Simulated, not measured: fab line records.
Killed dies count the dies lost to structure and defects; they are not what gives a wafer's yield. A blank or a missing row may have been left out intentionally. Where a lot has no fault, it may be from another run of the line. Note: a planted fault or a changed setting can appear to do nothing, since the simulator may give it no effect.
Shared-tool check :: flow ritCmos :: Sampled: 14 lots, 42 wafers

## REASON IT WAS OPENED
Of 14 lots, 2 have the reading GATE_POLY_THK flagged at RIT_GATE_THK_MEAS_09. Wafers without a fault read 249.6 nm, standard deviation 2.2.
Rule: a lot gets a flag if all its wafers with a number sit over 4 standard deviations from that mean, or if no wafer of it has a number. All remaining lots are regarded as sound.

lot: L734
measured: day 2 20:41
on: filmMetro-03
GATE_POLY_THK (nm), wafer by wafer: 252.0 249.6 251.1
flag: 

lot: L735
measured: day 3 02:17
on: filmMetro-03
GATE_POLY_THK (nm), wafer by wafer: 250.0 250.7 248.2
flag: 

lot: L736
measured: day 3 08:05
on: filmMetro-02
GATE_POLY_THK (nm), wafer by wafer: 248.1 246.4 246.6
flag: 

lot: L737
measured: day 3 15:59
on: filmMetro-01
GATE_POLY_THK (nm), wafer by wafer: 246.4 248.5 249.7
flag: 

lot: L738
measured: day 3 18:29
on: filmMetro-01
GATE_POLY_THK (nm), wafer by wafer: 243.8 247.8 246.4
flag: 

lot: L739
measured: day 3 22:04
on: filmMetro-03
GATE_POLY_THK (nm), wafer by wafer: 245.8 245.1 247.4
flag: 

lot: L742
measured: day 4 13:37
on: filmMetro-03
GATE_POLY_THK (nm), wafer by wafer: 245.2 246.2 245.8
flag: 

lot: L743
measured: day 4 19:02
on: filmMetro-01
GATE_POLY_THK (nm), wafer by wafer: 252.9 252.2 252.4
flag: 

lot: L744
measured: day 4 23:49
on: filmMetro-03
GATE_POLY_THK (nm), wafer by wafer: 251.0 251.7 251.9
flag: 

lot: L745
measured: day 5 09:05
on: filmMetro-02
GATE_POLY_THK (nm), wafer by wafer: 263.8 264.8 263.0
flag: FLAGGED

lot: L747
measured: day 5 13:54
on: filmMetro-01
GATE_POLY_THK (nm), wafer by wafer: 262.5 261.7 260.1
flag: FLAGGED

lot: L750
measured: day 6 05:34
on: filmMetro-03
GATE_POLY_THK (nm), wafer by wafer: 252.0 251.5 251.2
flag: 

lot: L752
measured: day 6 16:11
on: filmMetro-03
GATE_POLY_THK (nm), wafer by wafer: 248.7 251.8 250.5
flag: 

lot: L754
measured: day 7 02:20
on: filmMetro-01
GATE_POLY_THK (nm), wafer by wafer: 249.2 250.4 249.0
flag: 
Average over the flagged lots: 262.6 nm; offset from the usual +13.0 nm, equal to +6 standard deviations.

## LOT BY LOT: THE TOOL USED
The record holds 2 process steps before the reading, out of a route of 202 steps. Read each cell as the tool, then ch plus the chambers that the sampled wafers visited, then the start.
lot: L734
flag: 
RIT_NWELL_STRIP_09: plasmaAsher-01 ch 0,1, day 2 06:43
RIT_GATE_CVD_08: lpcvd-01 ch 1, day 2 19:04

lot: L735
flag: 
RIT_NWELL_STRIP_09: plasmaAsher-02 ch 0,1, day 2 11:48
RIT_GATE_CVD_08: lpcvd-02 ch 0, day 3 00:41

lot: L736
flag: 
RIT_NWELL_STRIP_09: plasmaAsher-02 ch 0,1, day 2 18:01
RIT_GATE_CVD_08: lpcvd-02 ch 0, day 3 06:28

lot: L737
flag: 
RIT_NWELL_STRIP_09: plasmaAsher-03 ch 0,1, day 2 23:11
RIT_GATE_CVD_08: lpcvd-02 ch 0, day 3 14:22

lot: L738
flag: 
RIT_NWELL_STRIP_09: plasmaAsher-02 ch 1, day 3 04:40
RIT_GATE_CVD_08: lpcvd-01 ch 1, day 3 16:51

lot: L739
flag: 
RIT_NWELL_STRIP_09: plasmaAsher-03 ch 0,1, day 3 07:41
RIT_GATE_CVD_08: lpcvd-02 ch 1, day 3 20:26

lot: L742
flag: 
RIT_NWELL_STRIP_09: plasmaAsher-03 ch 0, day 3 23:13
RIT_GATE_CVD_08: lpcvd-02 ch 0, day 4 12:00

lot: L743
flag: 
RIT_NWELL_STRIP_09: plasmaAsher-02 ch 0,1, day 4 05:04
RIT_GATE_CVD_08: lpcvd-01 ch 0, day 4 17:24

lot: L744
flag: 
RIT_NWELL_STRIP_09: plasmaAsher-03 ch 0,1, day 4 09:52
RIT_GATE_CVD_08: lpcvd-01 ch 1, day 4 22:13

lot: L745
flag: FLAGGED
RIT_NWELL_STRIP_09: plasmaAsher-01 ch 0,1, day 4 17:49
RIT_GATE_CVD_08: lpcvd-01 ch 0, day 5 07:26

lot: L747
flag: FLAGGED
RIT_NWELL_STRIP_09: plasmaAsher-02 ch 0,1, day 4 23:55
RIT_GATE_CVD_08: lpcvd-01 ch 0, day 5 12:16

lot: L750
flag: 
RIT_NWELL_STRIP_09: plasmaAsher-01 ch 0,1, day 5 14:56
RIT_GATE_CVD_08: lpcvd-02 ch 1, day 6 03:56

lot: L752
flag: 
RIT_NWELL_STRIP_09: plasmaAsher-02 ch 0,1, day 6 02:00
RIT_GATE_CVD_08: lpcvd-02 ch 1, day 6 14:34

lot: L754
flag: 
RIT_NWELL_STRIP_09: plasmaAsher-03 ch 0,1, day 6 12:30
RIT_GATE_CVD_08: lpcvd-02 ch 0, day 7 00:43
What is done by these steps:
- RIT_NWELL_STRIP_09: strips in O2, time 180 s.
- RIT_GATE_CVD_08: deposits poly-Si from SiH4, target thk 250 nm, time 2220 s.
- RIT_GATE_THK_MEAS_09

## FLAGGED OVER TOTAL, TOOL BY TOOL (the gauges that took the reading come last)
step: RIT_NWELL_STRIP_09
tool: plasmaAsher-01
lots run: 3
flagged: 1
share of the flagged lots: some
sound lots run after its first flagged lot: 1 (L750)

step: RIT_NWELL_STRIP_09
tool: plasmaAsher-02
lots run: 6
flagged: 1
share of the flagged lots: some
sound lots run after its first flagged lot: 1 (L752)

step: RIT_NWELL_STRIP_09
tool: plasmaAsher-03
lots run: 5
flagged: 0
share of the flagged lots: none
sound lots run after its first flagged lot: -

step: RIT_GATE_CVD_08
tool: lpcvd-01
lots run: 6
flagged: 2
share of the flagged lots: all
sound lots run after its first flagged lot: 0

step: RIT_GATE_CVD_08
tool: lpcvd-02
lots run: 8
flagged: 0
share of the flagged lots: none
sound lots run after its first flagged lot: -

step: RIT_GATE_THK_MEAS_09
tool: filmMetro-01
lots run: 5
flagged: 1
share of the flagged lots: some
sound lots run after its first flagged lot: 1 (L754)

step: RIT_GATE_THK_MEAS_09
tool: filmMetro-02
lots run: 2
flagged: 1
share of the flagged lots: some
sound lots run after its first flagged lot: 0

step: RIT_GATE_THK_MEAS_09
tool: filmMetro-03
lots run: 7
flagged: 0
share of the flagged lots: none
sound lots run after its first flagged lot: -

## WHAT IS ALLOWED BY THE TABLE
All flagged lots share 1 row of the table, namely lpcvd-01 at RIT_GATE_CVD_08.
- lpcvd-01 at RIT_GATE_CVD_08: 2 of its 6 lots flagged. Last sound lot L744 at day 4 22:13, first flagged lot L745 at day 5 07:26; a fault beginning in between fits.
Left over: one tool, lpcvd-01 at RIT_GATE_CVD_08.

## WHAT THE SIMULATOR HAD INSERTED
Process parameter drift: lpcvd-01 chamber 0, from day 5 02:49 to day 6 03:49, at RIT_GATE_CVD_08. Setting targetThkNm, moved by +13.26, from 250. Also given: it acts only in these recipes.
Shown lots that were struck: L745, L747. Same finding as the rule above.
